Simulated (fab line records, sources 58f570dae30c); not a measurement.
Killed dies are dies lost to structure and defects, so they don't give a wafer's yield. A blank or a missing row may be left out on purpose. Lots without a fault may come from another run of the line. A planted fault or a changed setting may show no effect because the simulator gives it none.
One fault seen from 2 desks | flow berkeley_cmos170 | each desk has only its own numbers; what lay behind them comes last

THE TOOL OWNER'S DESK: implanter-04
The tool's own readings at UCB170_NWELL_IMPLANT_14: means of the sampled wafers that have a number, for each lot that ran on this tool. A lot is out of limits, marked OUT, if its mean lies more than 4 standard deviations from the usual mean; the brackets give that distance.
Columns: A = beam_on_s at UCB170_NWELL_IMPLANT_14, usual 10.02 s; B = faraday_current_uA at UCB170_NWELL_IMPLANT_14, usual 31.6
lot  | first seen here | A              | B
L176 | day 2 12:05     | 9.85           | 32.2
L177 | day 2 19:10     | 10.06          | 31.6
L178 | day 3 00:23     | 7.81 (-11) OUT | 40.7 (+14) OUT
L181 | day 3 18:44     | 7.63 (-11) OUT | 41.6 (+15) OUT
L194 | day 6 07:34     | 9.83           | 32.2
L198 | day 6 23:38     | 10.05          | 31.6
This desk's finding: out of limits on L178, L181; first on L178, day 3 00:23 (beam_on_s at UCB170_NWELL_IMPLANT_14). In limits: L176, L177, L194, L198.

THE METROLOGY DESK
What the gauges read, lot by lot, whatever tool the lot ran on: means of the sampled wafers that have a number. A lot is out of limits, marked OUT, if its mean lies more than 4 standard deviations from the usual mean; the brackets give that distance.
Columns: A = NWELL_OXIDE_THK at UCB170_NWELL_THK_MEAS_02, usual 26.5 nm; B = NWELL_NITRIDE_THK at UCB170_NWELL_THK_MEAS_05, usual 224.1 nm; C = NWELL_TW at UCB170_NWELL_TW_MEAS_16, usual 1256; D = PFIELD_TW at UCB170_PFIELD_TW_MEAS_09, usual 604
lot  | first seen here | A    | B     | C              | D
L176 | day 2 04:46     | 26.9 | 225.7 | 1250           | 607
L175 | day 2 04:47     | 27.2 | 220.7 | 1262           | 598
L177 | day 2 11:18     | 26.8 | 220.3 | 1263           | 608
L178 | day 2 15:55     | 26.7 | 224.0 | 1144 (-16) OUT | 596
L179 | day 2 20:23     | 26.9 | 228.2 | 1247           | 606
L181 | day 3 10:56     | 26.5 | 228.6 | 1159 (-14) OUT | 607
L185 | day 4 08:06     | 26.5 | 228.1 | 1260           | 608
L189 | day 5 02:17     | 26.4 | 223.2 | 1252           | 606
L193 | day 5 17:56     | 25.9 | 220.7 | 1261           | 608
L194 | day 5 23:53     | 26.5 | 224.3 | 1260           | 609
L195 | day 6 04:20     | 26.6 | 222.0 | 1258           | 608
L196 | day 6 11:19     | 27.0 | 223.5 | 1259           | 610
L197 | day 6 11:20     | 27.3 | 221.0 | 1257           | 609
L198 | day 6 16:59     | 25.5 | 223.1 | 1261           | 606
This desk's finding: out of limits on L178, L181; first on L178, day 3 00:37 (NWELL_TW at UCB170_NWELL_TW_MEAS_16). In limits: L176, L175, L177, L179, L185, L189, L193, L194, L195, L196, L197, L198.

PUT TOGETHER
The tool owner's desk could have raised an alarm at day 3 00:23, on L178, L181.
The metrology desk could have raised an alarm at day 3 00:37, on L178, L181.
Of the lots named, all ran UCB170_NWELL_IMPLANT_14 on implanter-04.

WHAT THE SIMULATOR HAD PUT IN
Process parameter drift: implanter-04, from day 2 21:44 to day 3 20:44, at UCB170_NWELL_IMPLANT_14. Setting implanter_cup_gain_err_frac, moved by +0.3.
Lots struck among those shown: L178, L181.
Hours from the fault's start to each desk's first reading out of limits: the tool owner's desk, 3; the metrology desk, 3.
